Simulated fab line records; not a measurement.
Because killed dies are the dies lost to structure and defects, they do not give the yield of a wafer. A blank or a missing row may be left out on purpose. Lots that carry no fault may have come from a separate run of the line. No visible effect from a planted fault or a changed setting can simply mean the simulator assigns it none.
A struck lot beside a sound one    flow berkeley-cmos170    16 steps out of a route of 331
Sound: wafers L155.1, L155.5, L155.6. Wafers L150.4, L150.5, L150.6 were the ones struck. Last of all comes the cause.
Each step with rows lists, per side, the tool, then ch with its chambers, then its first start. Under that, the readings that differ: sound wafers    struck wafers    difference of the means    sigmas: that difference in standard deviations of wafers without a fault.
alike: readings whose means differ by less than 2 such deviations, and words and numbers that are the same on both sides. not compared: withheld readings, readings that some wafer has no value for, bounds like >300 that may hide the same value, and numbers for which the record gives no deviation and whose values overlap.
A row with sigmas, a row that says differs or no value, or rows on one side alone: a step with any of these is where the two part. When numbers do not overlap yet have no deviation, they are printed without sigmas and do not part them. A reading that every wafer of one side lacks parts them only if that side has two wafers or more.

UCB170_NWELL_THK_MEAS_02:
  sound on film-metro-02 at day 5 04:57; struck on film-metro-02 at day 4 07:55
  alike: NWELL_OXIDE_THK
then, 2 steps without rows for these wafers: UCB170_NWELL_ANNEAL_03 (time 900 s); UCB170_NWELL_CVD_04 (deposits Si3N4 from SiH2Cl2/NH3, target thk 224 nm, time 3360 s).
UCB170_NWELL_THK_MEAS_05:
  sound on film-metro-02 at day 5 10:33; struck on film-metro-03 at day 4 16:55
  alike: NWELL_NITRIDE_THK
then, 6 steps without rows for these wafers: UCB170_NWELL_HMDS_06 (prime time 60 s); UCB170_NWELL_COAT_07 (resist thk 900 nm); UCB170_NWELL_SOFTBAKE_08 (time 60 s); UCB170_NWELL_EXPOSE_09 (exposes mask NWELL, target cd 3000 nm); UCB170_NWELL_PEB_10; UCB170_NWELL_DEVELOP_11 (develop time 45 s).
UCB170_NWELL_OVL_MEAS_12:
  sound on overlay-02 at day 5 12:07; struck on overlay-02 at day 4 18:17
  alike: NWELL_OVL
UCB170_NWELL_ETCH_13: etches Si3N4 in CH3F/Ar/O2, stops on SiO2, target depth 246.4 nm, time 154 s.
  sound on rie-diel-01 ch 0,3, day 5 12:10; struck on rie-diel-03 ch 0,3, day 4 18:19
  alike: drypump-motor-current-A, oes-product-au, throttle-valve-pct
  not compared: rf-hours-counter-h
UCB170_NWELL_IMPLANT_14:
  sound on implanter-04 ch 0, day 5 12:16; struck on implanter-02 ch 0, day 4 18:29
reading             sound                        struck                          difference   sigmas
dose-ions-cm2       1e+13 1.0013e+13 1.0008e+13  1.7602e+13 1.7602e+13 1.76e+13  +7.5943e+12  +99 or more
faraday-current-uA  31.0 33.1 31.7               56.0 54.7 56.9                  +23.9        +39
  alike: beam-energy-keV
UCB170_NWELL_STRIP_15: strips in O2.
  sound on plasma-asher-03 ch 0,1, day 5 12:25; struck on plasma-asher-03 ch 0,1, day 4 18:35
  alike: drypump-motor-current-A, o2-flow-sccm, oes-product-au, strip-time-to-endpoint-s
  not compared: rf-hours-counter-h
UCB170_NWELL_TW_MEAS_16:
  sound on film-metro-01 at day 5 12:31; struck on film-metro-03 at day 4 18:55
reading   sound           struck          difference  sigmas
NWELL_TW  1257 1262 1254  1506 1506 1507  +249        +19
  not compared: hold
UCB170_M3_PROBE_99:
  the record has rows for the sound wafers here (prober-02, day 10 20:20) and none for the struck ones

## WHERE THEY PART
At UCB170_NWELL_IMPLANT_14 first; at UCB170_M3_PROBE_99 last (within this record only).

WHY: the cause the simulator had injected
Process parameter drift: implanter-02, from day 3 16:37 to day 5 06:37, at UCB170_NWELL_IMPLANT_14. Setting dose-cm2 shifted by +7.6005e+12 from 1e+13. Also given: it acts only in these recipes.
